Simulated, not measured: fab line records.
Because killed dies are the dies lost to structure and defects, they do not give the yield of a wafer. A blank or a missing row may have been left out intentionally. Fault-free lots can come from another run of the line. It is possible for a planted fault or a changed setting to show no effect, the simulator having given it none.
One fault through the eyes of 2 desks + flow rit-cmos + numbers are kept per desk, each desk with only its own; the story behind them comes last

METROLOGY DESK
Lot by lot, what the gauges showed, no matter which tool ran the lot: averages of those sampled wafers that carry a number. Marked OUT: a lot whose mean sits more than 4 standard deviations from the usual mean, which makes it out of limits; the brackets give that distance. Of its 10 readings 7 are shown: those that lie furthest out on some lot.
Columns: A = GATE_POLY_THK at RIT_GATE_THK_MEAS_09, usual 249.1 nm; B = cd-nm at RIT_GATE_CD_MEAS_16, usual 149.1 nm; C = GATE_OVL at RIT_GATE_OVL_MEAS_17, usual 0.4 nm; D = cd-nm at RIT_GATE_CD_MEAS_90, usual 149.1 nm; E = NLDD_OVL at RIT_NLDD_OVL_MEAS_06, usual -0.2 nm; F = NLDD_TW at RIT_NLDD_TW_MEAS_10, usual 2476; G = PLDD_TW at RIT_PLDD_TW_MEAS_10, usual 2342
| lot  | first seen here | A     | B     | C    | D     | E    | F    | G    |
|------|-----------------|-------|-------|------|-------|------|------|------|
| L606 | day 3 10:44     | 242.3 | 148.4 | 1.6  | 148.4 | 1.3  | 2442 | 2326 |
| L610 | day 4 03:05     | 250.0 | 148.7 | 0.3  | 148.5 | 1.2  | 2483 | 2362 |
| L614 | day 4 18:51     | 249.9 | 149.8 | -1.5 | 149.7 | 1.4  | 2470 | 2339 |
| L616 | day 5 11:36     | 247.1 | 145.7 | -0.6 | 145.8 | 0.5  | 2477 | 2336 |
| L618 | day 5 22:59     | 247.3 | 146.9 | -0.6 | 146.8 | -1.7 | 2504 | 2351 |
| L620 | day 6 08:23     | 249.4 | 148.4 | 0.7  | 148.7 | -0.3 | 2476 | 2366 |
This desk's finding: nothing out of limits on any of the 6 lots.

DESK OF THE TOOL OWNER: rie-si-01
The tool's own readings at RIT_GATE_ETCH_19 (etches poly-Si in SF6/CHF3/O2, stops on SiO2, time 165 s, target depth 312.5 nm): means of the sampled wafers that have a number, for each lot that ran on this tool. Marked OUT: a lot whose mean sits more than 4 standard deviations from the usual mean, which makes it out of limits; the brackets give that distance.
Columns: A = drypump-motor-current-A at RIT_GATE_ETCH_19, usual 5.5 A; B = oes-product-au at RIT_GATE_ETCH_19, usual 0.843 a.u.; C = throttle-valve-pct at RIT_GATE_ETCH_19, usual 10.23 %
| lot  | first seen here | A   | B     | C     |
|------|-----------------|-----|-------|-------|
| L606 | day 3 13:45     | 5.9 | 0.811 | 10.20 |
| L610 | day 4 06:46     | 5.6 | 0.844 | 10.09 |
| L614 | day 4 21:53     | 5.8 | 0.838 | 10.30 |
| L616 | day 5 14:30     | 5.9 | 0.828 | 10.21 |
| L618 | day 6 02:17     | 6.0 | 0.851 | 10.20 |
| L620 | day 6 11:16     | 6.0 | 0.862 | 10.20 |
This desk's finding: nothing out of limits on any of the 6 lots.

TAKEN TOGETHER
Metrology desk: nothing out of limits seen.
The tool owner's desk saw nothing out of limits.

WHAT HAD BEEN PUT IN BY THE SIMULATOR
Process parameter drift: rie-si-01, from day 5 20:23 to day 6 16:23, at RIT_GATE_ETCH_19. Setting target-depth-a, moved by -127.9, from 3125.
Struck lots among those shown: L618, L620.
